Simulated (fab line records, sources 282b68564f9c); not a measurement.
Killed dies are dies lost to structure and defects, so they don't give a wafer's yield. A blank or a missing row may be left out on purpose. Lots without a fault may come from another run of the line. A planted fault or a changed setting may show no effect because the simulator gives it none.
A struck lot beside a sound one | flow rit_cmos | 19 steps out of a route of 202
Sound: wafers L503.2, L503.4, L503.5. Struck: wafers L513.2, L513.3, L513.5. The cause comes at the end.
At each step with rows: each side's tool, then ch and its chambers, then its first start. Under that, the readings that differ: sound wafers | struck wafers | difference of the means | sigmas: that difference in standard deviations of wafers without a fault.
alike: readings whose means differ by less than 2 such deviations, and words and numbers that are the same on both sides. not compared: withheld readings, readings that some wafer has no value for, bounds like >300 that may hide the same value, and numbers for which the record gives no deviation and whose values overlap.
The two part at a step that has a row with sigmas, a row that says differs or no value, or rows on one side only. Numbers that don't overlap but have no deviation are shown without sigmas and don't part them. A reading that every wafer of one side lacks parts them only if that side has two wafers or more.

first, 1 step without rows for these wafers: RIT_SILICIDE_WET_ETCH_00 (etches SiO2 in BOE, target depth 14 nm, time 15 s).
RIT_SILICIDE_SPUTTER_01: material Ti, target thk 30 nm, time 240 s.
  sound on pvd_sputter-03, day 4 22:26; struck on pvd_sputter-03, day 7 01:26
  alike: throttle_valve_pct
RIT_SILICIDE_RS_MEAS_02: measures by four-point-probe.
  sound on film_metro-02, day 4 22:36; struck on film_metro-03, day 7 01:36
  alike: SILICIDE_TI_RS
RIT_SILICIDE_THK_MEAS_03: measures by xrf.
  sound on film_metro-02, day 4 22:43; struck on film_metro-03, day 7 01:43
  alike: SILICIDE_TI_THK
RIT_SILICIDE_RTA_04: time 10 s, ramp up 5 s, ramp down 5 s.
  sound on rtp_anneal-01 ch 0, day 4 22:46; struck on rtp_anneal-01 ch 0, day 7 01:46
  alike: wafer_temp_C_max
then, 1 step without rows for these wafers: RIT_SILICIDE_WET_ETCH_05 (etches Ti in SPM, time 120 s).
RIT_SILICIDE_RTA_06: time 10 s, ramp up 5 s, ramp down 10 s.
  sound on rtp_anneal-02 ch 0, day 4 22:53; struck on rtp_anneal-02 ch 0, day 7 01:53
  alike: wafer_temp_C_max
RIT_CONTACT_CVD_00: deposits SiO2 from TEOS, target thk 400 nm, time 61 s.
  sound on pecvd-03 ch 0,2, day 4 22:56; struck on pecvd-02 ch 0,1,2, day 7 01:56
  alike: heater_power_w
RIT_CONTACT_THK_MEAS_01:
  sound on film_metro-03, day 4 23:00; struck on film_metro-01, day 7 02:00
  alike: CONTACT_TEOS_THK
then, 3 steps without rows for these wafers: RIT_CONTACT_HMDS_02 (prime time 60 s); RIT_CONTACT_COAT_03 (resist thk 1000 nm); RIT_CONTACT_SOFTBAKE_04 (time 60 s).
RIT_CONTACT_EXPOSE_05: exposes mask M11, target cd 1000 nm.
  sound on iline_stepper-01 ch 0, day 4 23:38; struck on iline_stepper-02 ch 0, day 7 02:38
  reading                         | sound                   | struck      | difference | sigmas
  model.CONTACT.overlay_x_nm (nm) | -0.5958 -0.5958 -0.5958 | 129 129 129 | +130       |
  alike: mask
then, 2 steps without rows for these wafers: RIT_CONTACT_PEB_06; RIT_CONTACT_DEVELOP_07 (develop time 120 s).
RIT_CONTACT_CD_MEAS_08: target cd 1000 nm.
  sound on cd_sem-02, day 5 00:10; struck on cd_sem-01, day 7 03:10
  alike: cd_nm
RIT_CONTACT_OVL_MEAS_09:
  sound on overlay-01, day 5 00:16; struck on overlay-01, day 7 03:16
  reading          | sound        | struck            | difference | sigmas
  CONTACT_OVL (nm) | 0.6 0.7 -0.1 | 129.2 129.7 128.9 | +128.9     | +81
then, 1 step without rows for these wafers: RIT_CONTACT_HARDBAKE_10 (time 60 s).
RIT_M1_PROBE_99:
  sound on prober-01, day 5 05:32; struck on prober-02, day 7 08:23
  reading                                    | sound             | struck            | difference | sigmas
  model.etest.contact_to_gate.bv_left_v (V)  | 88.82 90.54 91.39 | 154.1 152.3 154.8 | +63.5      |
  model.etest.contact_to_gate.bv_right_v (V) | 90.46 90.47 91.72 | 26.11 24.88 25    | -65.55     |
  alike: killed_at_contacts, killed_at_front_end, killed_dies, killed_open, killed_short

WHERE THEY PART
Only at RIT_CONTACT_OVL_MEAS_09, within this record. Later steps at which nothing parts them and some readings are alike: RIT_M1_PROBE_99.

WHY: what the simulator had put in
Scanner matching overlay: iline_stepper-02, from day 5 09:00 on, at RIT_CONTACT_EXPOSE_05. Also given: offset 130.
